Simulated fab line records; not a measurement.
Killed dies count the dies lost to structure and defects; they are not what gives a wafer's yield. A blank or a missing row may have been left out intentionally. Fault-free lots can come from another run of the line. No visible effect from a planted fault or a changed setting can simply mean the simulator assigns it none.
The same fault as seen by 2 desks ; flow rit cmos ; each desk has only its own numbers; what lay behind them comes last

FROM THE METROLOGY DESK
Lot by lot, what the gauges showed, no matter which tool ran the lot: averages of those sampled wafers that carry a number. Any lot whose mean is over 4 standard deviations away from the usual mean is out of limits and marked OUT; that distance is given in the brackets.
Columns: A = cd nm at RIT_GATE_CD_MEAS_16, usual 150.5 nm; B = NLDD_OVL at RIT_NLDD_OVL_MEAS_06, usual -0.6 nm
lot;first seen here;A;B
L693;day 2 15:55;151.8;1.3
L695;day 3 05:36;148.1;-1.3
L697;day 3 10:15;150.2;1.5
L698;day 3 20:24;151.1;-0.9
L699;day 3 20:43;156.0;-1.4
L700;day 4 01:32;152.4;1.2
L701;day 4 08:20;154.7;-1.0
L703;day 4 21:34;147.2;-1.3
L705;day 5 04:39;147.5;-1.6
L706;day 5 11:53;151.8;-0.7
L707;day 5 14:30;148.5;0.4
L708;day 5 16:56;151.5;-1.4
L713;day 6 21:37;151.8;-0.7
L715;day 7 03:36;148.1;0.3
Result from this desk: across the 14 lots, nothing is out of limits.

FOR THE TOOL OWNER'S DESK: rtp anneal-01
The tool's own readings at RIT_SILICIDE_RTA_04 (time 10 s, ramp up 5 s, ramp down 5 s): means of the sampled wafers that have a number, for each lot that ran on this tool. Any lot whose mean is over 4 standard deviations away from the usual mean is out of limits and marked OUT; that distance is given in the brackets.
Columns: A = chamber o2 ppm at RIT_SILICIDE_RTA_04, usual 2.000; B = wafer_temp_C_max at RIT_SILICIDE_RTA_04, usual 653.3
lot;first seen here;A;B
L693;day 3 05:55;2.005;652.5
L695;day 3 19:21;2.003;652.9
L697;day 4 03:07;1.998;653.4
L699;day 4 11:56;2.029;653.0
L700;day 4 16:43;2.008;652.8
L701;day 5 01:07;2.019;652.8
L703;day 5 11:12;2.003;652.4
L705;day 5 21:12;2.000;653.1
L707;day 6 05:50;1.978;652.4
L713;day 7 11:33;1.987;722.1 (+79) OUT
L715;day 7 18:28;2.002;722.5 (+80) OUT
Finding of this desk: L713, L715 out of limits; the first was L713 at day 7 11:33, on wafer_temp_C_max at RIT_SILICIDE_RTA_04. L693, L695, L697, L699, L700, L701, L703, L705, L707: within limits.

TAKEN TOGETHER
The tool owner's desk had the chance to raise an alarm at day 7 11:33 on L713, L715.
The metrology desk saw nothing out of limits.
The metrology desk holds a record of L713, L715, inside its limits.
RIT_SILICIDE_RTA_04 was run on rtp anneal-01 by each of the lots named.

WHAT HAD BEEN PUT IN BY THE SIMULATOR
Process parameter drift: rtp anneal-01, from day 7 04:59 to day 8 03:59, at RIT_SILICIDE_RTA_04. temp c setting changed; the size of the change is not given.
Shown lots that were struck: L713, L715.
Hours from the fault's start to each desk's first reading out of limits: the tool owner's desk, 7.
